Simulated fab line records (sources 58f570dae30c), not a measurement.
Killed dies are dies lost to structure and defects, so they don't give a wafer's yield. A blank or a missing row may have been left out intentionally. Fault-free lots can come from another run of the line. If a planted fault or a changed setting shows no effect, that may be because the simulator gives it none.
Which of the tools did it? | flow berkeley cmos170 | 21 wafers from 7 lots sampled at 2 of the route's 331 steps

## WHAT EACH GAUGE READ, for each wafer
UCB170_NSD_CD_MEAS_06 targets a cd of 1200 nm.
lot  | measured     | on        | cd nm (nm)
L404 | day 6 21:11  | cd sem-01 | 1199.2 1198.7 1197.3
L409 | day 7 22:58  | cd sem-01 | 1202.2 1201.7 1203.1
L411 | day 8 09:49  | cd sem-01 | - - -
L414 | day 9 09:52  | cd sem-01 | 1199.1 1199.9 1199.3
L418 | day 9 15:43  | cd sem-01 | 1201.9 1201.8 1201.3
L421 | day 10 19:45 | cd sem-02 | 1199.7 1199.3 1199.1
L424 | day 11 10:47 | cd sem-02 | 1201.8 1200.0 1200.7

## WHICH TOOL RAN EACH LOT (tool, then ch and the chambers of the sampled wafers, then the start)
lot  | UCB170_NSD_EXPOSE_03
L404 | krf scanner-01 ch 0, day 6 20:46
L409 | krf scanner-02 ch 0, day 7 22:10
L411 | krf scanner-02, day 8 09:25
L414 | krf scanner-01 ch 0, day 9 09:29
L418 | krf scanner-02 ch 0, day 9 15:20
L421 | krf scanner-01 ch 0, day 10 19:02
L424 | krf scanner-02 ch 0, day 11 10:10
- UCB170_NSD_EXPOSE_03: exposes mask NSELECT MOD, target cd 1200 nm.

## THE ANSWER, worked out from the rows above alone
Rule: the lots themselves supply what counts as usual. Put in order of their means at a reading, lots are off if they are a third of the lots or fewer, leave a main group of 4 or more, and stand apart from it by a gap of 3 or more times the standard deviation of the main group's means; of several such gaps the widest counts. If all means in a main group match to the digits the tables above print for the reading, that group is not used. Also off: a lot with no number at a reading for which 4 or more lots have one. Where the step has rows for the other lots, those lots are counted as sound.
Off, at UCB170_NSD_CD_MEAS_06 on cd nm: L411. Without a number there: L411. The main group has a mean of 1200.3 nm with a standard deviation of 1.4.
If a tool, at a process step before that reading, ran all the lots that are off and no sound lot after the first of them, it fits. Those tools and the gauges at UCB170_NSD_CD_MEAS_06 are tried in the same way. None of those tried fits.

## WHAT WAS PUT IN BY THE SIMULATOR
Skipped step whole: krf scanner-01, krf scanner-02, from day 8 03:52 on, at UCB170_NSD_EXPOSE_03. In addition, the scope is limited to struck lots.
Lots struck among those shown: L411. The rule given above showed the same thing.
